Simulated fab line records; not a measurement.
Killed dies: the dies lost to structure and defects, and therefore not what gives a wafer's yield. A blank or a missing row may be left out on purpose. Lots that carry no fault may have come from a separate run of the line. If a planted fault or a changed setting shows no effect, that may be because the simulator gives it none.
Tool commonality check -- flow rit_cmos -- Lots sampled 14, wafers sampled 42

== THE REASON FOR OPENING IT ==
Of 14 lots, 2 have the reading FOX1_OXIDE_THK flagged at RIT_FOX1_THK_MEAS_01. Fault-free wafers read 355 nm, with a standard deviation of 7.4.
Rule: a lot gets a flag if all its wafers with a number sit over 4 standard deviations from that mean, or if no wafer of it has a number. As for the other lots, they are considered sound.

lot,measured,on,"FOX1_OXIDE_THK (nm), wafer by wafer",flag
L552,day 1 18:04,film_metro-02,350 356 351,
L553,day 1 21:56,film_metro-04,351 357 349,
L555,day 2 08:00,film_metro-04,352 351 352,
L557,day 2 17:57,film_metro-04,358 357 356,
L558,day 2 23:27,film_metro-02,357 361 361,
L559,day 3 03:50,film_metro-01,357 358 352,
L560,day 3 10:22,film_metro-01,372 373 373,
L561,day 3 13:51,film_metro-02,345 342 347,
L565,day 4 10:21,film_metro-01,314 310 314,FLAGGED
L566,day 4 14:56,film_metro-02,316 316 311,FLAGGED
L569,day 5 06:55,film_metro-02,360 365 359,
L570,day 5 11:00,film_metro-02,343 345 339,
L571,day 5 15:56,film_metro-02,363 363 363,
L573,day 6 01:49,film_metro-02,354 362 359,
On average the flagged lots' numbers are 314 nm, which is -42 nm against the usual, or -6 standard deviations.

== EACH LOT AND THE TOOL IT RAN ON ==
The record keeps 1 process step preceding the reading, out of 202 steps on the route. Each cell gives the tool, then ch followed by the chambers the sampled wafers passed through, then the start.
lot,flag,RIT_FOX1_OXIDATION_00
L552,,"furnace-01 ch 0, day 1 16:45"
L553,,"furnace-01 ch 0, day 1 20:38"
L555,,"furnace-03 ch 0, day 2 06:41"
L557,,"furnace-02 ch 0, day 2 16:38"
L558,,"furnace-02 ch 0, day 2 22:07"
L559,,"furnace-01 ch 0, day 3 02:31"
L560,,"furnace-03 ch 0, day 3 09:03"
L561,,"furnace-01 ch 0, day 3 12:31"
L565,FLAGGED,"furnace-02 ch 0, day 4 09:00"
L566,FLAGGED,"furnace-02 ch 0, day 4 13:38"
L569,,"furnace-01 ch 0, day 5 05:35"
L570,,"furnace-03 ch 0, day 5 09:40"
L571,,"furnace-01 ch 0, day 5 14:38"
L573,,"furnace-03 ch 0, day 6 00:30"
What the steps here do:
- RIT_FOX1_OXIDATION_00: target thk 350.7 nm, ox time 1130 s.
- RIT_FOX1_THK_MEAS_01

== FLAGGED OVER TOTAL, TOOL BY TOOL (the gauges that took the reading come last) ==
step,tool,lots run,flagged,share of the flagged lots,sound lots run after its first flagged lot
RIT_FOX1_OXIDATION_00,furnace-01,6,0,none,-
RIT_FOX1_OXIDATION_00,furnace-02,4,2,all,0
RIT_FOX1_OXIDATION_00,furnace-03,4,0,none,-
RIT_FOX1_THK_MEAS_01,film_metro-01,3,1,some,0
RIT_FOX1_THK_MEAS_01,film_metro-02,8,1,some,"4 (L569,L570,L571,L573)"
RIT_FOX1_THK_MEAS_01,film_metro-04,3,0,none,-

== WHAT THE TABLE PERMITS ==
Rows of the table that ran each flagged lot: 1, that is furnace-02 at RIT_FOX1_OXIDATION_00.
- furnace-02 at RIT_FOX1_OXIDATION_00: 2 of its 4 lots flagged. Last sound lot L558 at day 2 22:07, first flagged lot L565 at day 4 09:00; a fault beginning in between fits. Its own readings lie more than 4 standard deviations out on every wafer of the flagged lots: spike_tc_centre_C, spike_tc_load_C, spike_tc_source_C, tube_center_temp_C, tube_center_temp_C_max.
Just one tool remains: furnace-02 at RIT_FOX1_OXIDATION_00.

== WHAT HAD BEEN PUT IN BY THE SIMULATOR ==
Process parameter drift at RIT_FOX1_OXIDATION_00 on furnace-02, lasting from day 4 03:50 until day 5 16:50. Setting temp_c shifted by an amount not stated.
Lots struck among those shown: L565, L566. Same finding as the rule above.
